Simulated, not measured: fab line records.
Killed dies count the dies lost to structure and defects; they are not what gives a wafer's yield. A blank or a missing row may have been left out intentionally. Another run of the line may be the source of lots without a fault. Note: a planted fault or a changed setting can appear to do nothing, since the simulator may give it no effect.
A lot that was struck, set against a sound lot | flow rit cmos | 15 out of 202 route steps
Sound: wafers L774.1, L774.2, L774.6. Wafers L770.1, L770.2, L770.5 were the ones struck. The cause comes at the end.
For every step that has rows: the tool of each side, followed by ch and its chambers, followed by its first start. Under that, the readings that differ: sound wafers | struck wafers | difference of the means | sigmas: that difference in standard deviations of wafers without a fault.
alike: readings with means less than 2 such deviations apart, plus words and numbers identical on both sides. not compared: withheld readings, readings lacking a value on some wafer, bounds such as >300 that could conceal the same value, and numbers that have no deviation in the record and whose values overlap.
The two part at a step that has a row with sigmas, a row that says differs or no value, or rows on one side only. Non-overlapping numbers with no deviation appear without sigmas and do not part them. Lack of a reading on every wafer of one side parts them only where that side has two or more wafers.

first, 1 step without rows for these wafers: RIT_GATE_CVD_08 (deposits poly-Si from SiH4, target thk 250 nm, time 2220 s).
RIT_GATE_THK_MEAS_09:
  sound: film metro-01 at day 6 12:05; struck: film metro-04 at day 5 18:34
  alike: GATE_POLY_THK
then, 6 steps without rows for these wafers: RIT_GATE_HMDS_10 (prime time 60 s); RIT_GATE_COAT_11 (resist thk 850 nm); RIT_GATE_SOFTBAKE_12 (time 60 s); RIT_GATE_EXPOSE_13 (exposes mask M6, target cd 150 nm); RIT_GATE_PEB_14; RIT_GATE_DEVELOP_15 (develop time 50 s).
RIT_GATE_CD_MEAS_16: target cd 150 nm.
  sound: cd sem-02 at day 6 12:59; struck: cd sem-02 at day 5 19:28
  alike: cd nm
RIT_GATE_OVL_MEAS_17:
  sound: overlay-02 at day 6 13:07; struck: overlay-02 at day 5 19:35
  alike: GATE_OVL
then, 1 step without rows for these wafers: RIT_GATE_HARDBAKE_18 (time 60 s).
RIT_GATE_ETCH_19: etches poly-Si in SF6/CHF3/O2, stops on SiO2, time 165 s, target depth 312.5 nm.
  sound on rie si-02 ch 0,1,3, day 6 13:18; struck on rie si-02 ch 1,2, day 5 19:47
  alike: drypump motor current A, oes product au, throttle valve pct
  not compared: rf hours counter h
RIT_GATE_STRIP_20: strips in O2, time 180 s.
  sound on plasma asher-02 ch 0,1, day 6 13:24; struck on plasma asher-02 ch 0,1, day 5 19:53
  no value came back on the struck wafers for chamber pressure mTorr (mTorr), drypump motor current A (A); on the sound wafers chamber pressure mTorr (mTorr) reads 4006 4004 4004
  reading                                   | sound | struck            | difference | sigmas
  model.NOVOLAK_of_GATE_COAT_11.thk nm (nm) | 0 0 0 | 674.5 669.5 673.6 | +672.5     |
  not compared: rf hours counter h
RIT_GATE_CD_MEAS_90: target cd 150 nm.
  sound: cd sem-02 at day 6 13:35; struck: cd sem-02 at day 5 20:04
  alike: cd nm
RIT_M1_PROBE_99:
  sound: prober-02 at day 7 10:38; struck: prober-02 at day 6 15:45
  reading             | sound  | struck      | difference | sigmas
  killed at front end | 5 10 5 | 264 264 264 | +257       | +89
  killed dies         | 5 10 5 | 264 264 264 | +257       | +89
  killed on rim       | 3 4 1  | 70 70 70    | +67        | +48
  alike: killed open, killed short

== WHERE THEY PART ==
Earliest at RIT_GATE_STRIP_20; latest, in this record, at RIT_M1_PROBE_99.

WHY: what the simulator had put in
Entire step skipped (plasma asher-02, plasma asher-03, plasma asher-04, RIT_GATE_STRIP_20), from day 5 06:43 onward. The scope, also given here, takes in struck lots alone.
